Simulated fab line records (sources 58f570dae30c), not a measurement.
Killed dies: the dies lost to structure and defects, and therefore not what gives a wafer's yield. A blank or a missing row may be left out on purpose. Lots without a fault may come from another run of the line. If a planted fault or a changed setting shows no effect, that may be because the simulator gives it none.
Problem report, 8D (eight disciplines) form, completed by code ; flow berkeley cmos170 ; the parts of the form that need people (team, actions taken, sign-off) are left out

== 1. THE PROBLEM ==
M3_AL_RS at UCB170_M3_RS_MEAS_02 reads a mean of 0.02217 ohm/sq on 1 wafer of 1 lot; wafers without a fault read 0.03227 ohm/sq with a standard deviation of 0.0003. Relative to the usual mean, that is a shift of -34 standard deviations.
The step: measures by four-point-probe.
Seen first at day 11 07:28 on film metro-02, wafer L727.5. At this step, 39 wafers from 13 lots have a number in the record. Rule for "out", or "out of limits": more than 4 standard deviations from the usual mean. Any other wafer with a number is counted as sound.

== 2. WHAT IT IS, AND WHAT IT ISN'T ==
question;is;is not
which readings at this step;M3_AL_RS;-
which lots;L727;L709, L710, L712, L713, L715, L716, L717, L720, L729, L730, L731, L732
which wafers of those lots;L727.5;L727.1, L727.4
read on which gauges;film metro-02;film metro-01, film metro-04
when;from day 11 07:28;"up to then (26 sound wafers); but 12 sound wafers of L729, L730, L731, L732 came after"

== 3. WHAT RULES OUT EACH SUSPECT ==
Counting: any tool at a process step up to the reading remains a suspect provided it ran every lot that is out. Sound lots after the first of them don't rule it out here, since some wafers of a struck lot are sound.
- the gauge at UCB170_M3_RS_MEAS_02 has been ruled out. All the wafers that are out were read on film metro-02, but those of them that UCB170_M3_METAL_ETCH_18 has rows for are out there too, on other tools.
- pvd sputter-04 at UCB170_M3_SPUTTER_01 (material Al, target thk 900 nm, time 120 s): kept. It processed L727, the lot that is out, at day 11 07:23, and its most recent sound lot before then was L720 at day 10 17:52.
After counting, what remains is pvd sputter-04 at UCB170_M3_SPUTTER_01.

== 4. THE CAUSE (what the simulator had put in) ==
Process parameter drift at UCB170_M3_SPUTTER_01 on pvd sputter-04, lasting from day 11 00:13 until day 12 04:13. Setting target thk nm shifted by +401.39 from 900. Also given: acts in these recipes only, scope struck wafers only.
This tool alone remained once counting was done.

== 5. THE EFFECT CHAIN, in route order ==
Rows list readings where the struck wafers' mean (over those with a number) sits beyond 3 standard deviations from the usual. Readings are gone through only where the record gives a usual standard deviation; hours: the median, over the lots, of the time from a lot's start at the first step in this table giving one to that lot's start at this step; sigmas: the change measured in usual standard deviations.
hours;step;reading;usual;on struck wafers;change;sigmas
0;UCB170_M3_RS_MEAS_02;M3_AL_RS;0.03227 ohm/sq;0.02217;-0.01010;-34
0;UCB170_M3_THK_MEAS_03;M3_AL_THK;896 nm;1307;+411;+37
3;UCB170_M3_METAL_ETCH_18;oes product au;0.850 a.u.;0.987;+0.137;+9.1
It contains these process steps:
- UCB170_M3_METAL_ETCH_18: etches Al in Cl2/BCl3, stops on SiO2, target depth 1170 nm, time 195 s.

== 6. HOW IT WOULD HAVE BEEN CAUGHT EARLIER ==
7 hours passed between the start of the fault at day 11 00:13 and the first reading out of limits at a measuring or inspecting step in this record, taken at day 11 07:28.
No tool reading at UCB170_M3_SPUTTER_01 that has a usual standard deviation in the record was out on any struck wafer, so an alarm limit of 4 standard deviations on those readings would not have fired.
By day 11 07:28, every lot that is out (1) had started UCB170_M3_SPUTTER_01 on pvd sputter-04. Tool hold at that time: it would have spared none of them.
